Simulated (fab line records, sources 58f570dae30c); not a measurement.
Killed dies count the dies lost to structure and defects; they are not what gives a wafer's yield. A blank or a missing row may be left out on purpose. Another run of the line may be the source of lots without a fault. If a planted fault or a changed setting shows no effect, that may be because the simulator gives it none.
What tool caused it?    flow berkeley_cmos170    7 lots with 21 wafers sampled at 2 steps, on a route of 331 steps

## WHAT EACH GAUGE READ, for each wafer
UCB170_PVT_OVL_MEAS_06.
lot   measured      on          PVT_OVL (nm)
L484  day 6 16:52   overlay-02  -1 -6 -6
L487  day 7 21:47   overlay-02  -1 -6 -7
L489  day 7 21:56   overlay-01  4 0 4
L493  day 9 08:10   overlay-01  -2 -1 -7
L498  day 10 12:16  overlay-01  -2 2 1
L501  day 10 12:32  overlay-01  1 2 3
L504  day 11 06:04  overlay-02  4 4 -3

## WHAT TOOL EACH LOT RAN ON (gives the tool, then ch and the chambers of the sampled wafers, and finally the start)
lot   UCB170_NWELL_STRIP_15
L484  plasma_asher-01 ch 0,1, day 3 03:43
L487  plasma_asher-04 ch 0,1, day 3 20:34
L489  plasma_asher-03 ch 0,1, day 4 04:27
L493  plasma_asher-04 ch 0,1, day 5 02:39
L498  plasma_asher-03 ch 0,1, day 6 00:29
L501  plasma_asher-04 ch 0,1, day 6 15:39
L504  plasma_asher-03 ch 0,1, day 7 08:50
- UCB170_NWELL_STRIP_15: strips in O2.

## THE ANSWER, worked out from the rows above alone
Rule: usual is defined by the lots themselves. Put in order of their means at a reading, lots are off if they are a third of the lots or fewer, leave a main group of 4 or more, and stand apart from it by a gap of 3 or more times the standard deviation of the main group's means; of several such gaps the widest counts. A main group whose means are all the same, to the digits that the tables above print for the reading, isn't used. A lot without any number at a reading at which 4 lots or more have one is off too. All remaining lots with rows at the step are treated as sound.
Nothing can be told from this: no lot is off at any reading shown.

## WHAT THE SIMULATOR HAD INSERTED
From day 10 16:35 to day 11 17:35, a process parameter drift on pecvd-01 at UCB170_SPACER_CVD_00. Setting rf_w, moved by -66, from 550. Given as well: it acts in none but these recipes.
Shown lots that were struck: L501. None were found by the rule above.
